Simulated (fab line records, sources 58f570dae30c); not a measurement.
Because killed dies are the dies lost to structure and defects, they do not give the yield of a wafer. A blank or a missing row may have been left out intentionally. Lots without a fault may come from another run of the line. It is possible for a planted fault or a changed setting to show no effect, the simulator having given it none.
Which tool did it? -- flow berkeley_cmos170 -- 21 wafers from 7 lots sampled at 2 of the route's 331 steps

WHAT THE GAUGES READ, wafer by wafer
UCB170_SPACER_THK_MEAS_01.
lot,measured,on,SPACER_TEOS_THK (nm)
L728,day 6 10:44,film_metro-01,377 381 386
L730,day 6 23:38,film_metro-04,376 374 374
L737,day 8 19:59,film_metro-02,395 380 382
L741,day 9 12:08,film_metro-02,373 381 381
L743,day 9 19:15,film_metro-04,372 371 378
L746,day 10 05:26,film_metro-02,376 383 381
L749,day 11 01:17,film_metro-04,368 364 371

WHICH TOOL RAN EACH LOT (tool, then ch and the chambers of the sampled wafers, then the start)
lot,UCB170_SPACER_CVD_00
L728,"pecvd-04 ch 0,1,2, day 6 10:40"
L730,"pecvd-02 ch 0,1,2, day 6 23:35"
L737,"pecvd-02 ch 0,1, day 8 19:55"
L741,"pecvd-01 ch 0,2, day 9 12:05"
L743,"pecvd-04 ch 0,2, day 9 19:12"
L746,"pecvd-04 ch 0,2, day 10 05:23"
L749,"pecvd-02 ch 0,1, day 11 01:13"
- UCB170_SPACER_CVD_00: deposits SiO2 from TEOS/O2, target thk 376 nm, time 47 s.

THE ANSWER, worked out from the rows above alone
Rule: the usual values come from the lots themselves. Put in order of their means at a reading, lots are off if they are a third of the lots or fewer, leave a main group of 4 or more, and stand apart from it by a gap of 3 or more times the standard deviation of the main group's means; of several such gaps the widest counts. A main group is skipped when, at the precision printed for the reading in the tables above, its means are all equal. Also off: a lot with no number at a reading for which 4 or more lots have one. Where the step has rows for the other lots, those lots are counted as sound.
Across all readings shown, no lot is off: no conclusion can be drawn from this.

WHAT THE SIMULATOR PUT IN
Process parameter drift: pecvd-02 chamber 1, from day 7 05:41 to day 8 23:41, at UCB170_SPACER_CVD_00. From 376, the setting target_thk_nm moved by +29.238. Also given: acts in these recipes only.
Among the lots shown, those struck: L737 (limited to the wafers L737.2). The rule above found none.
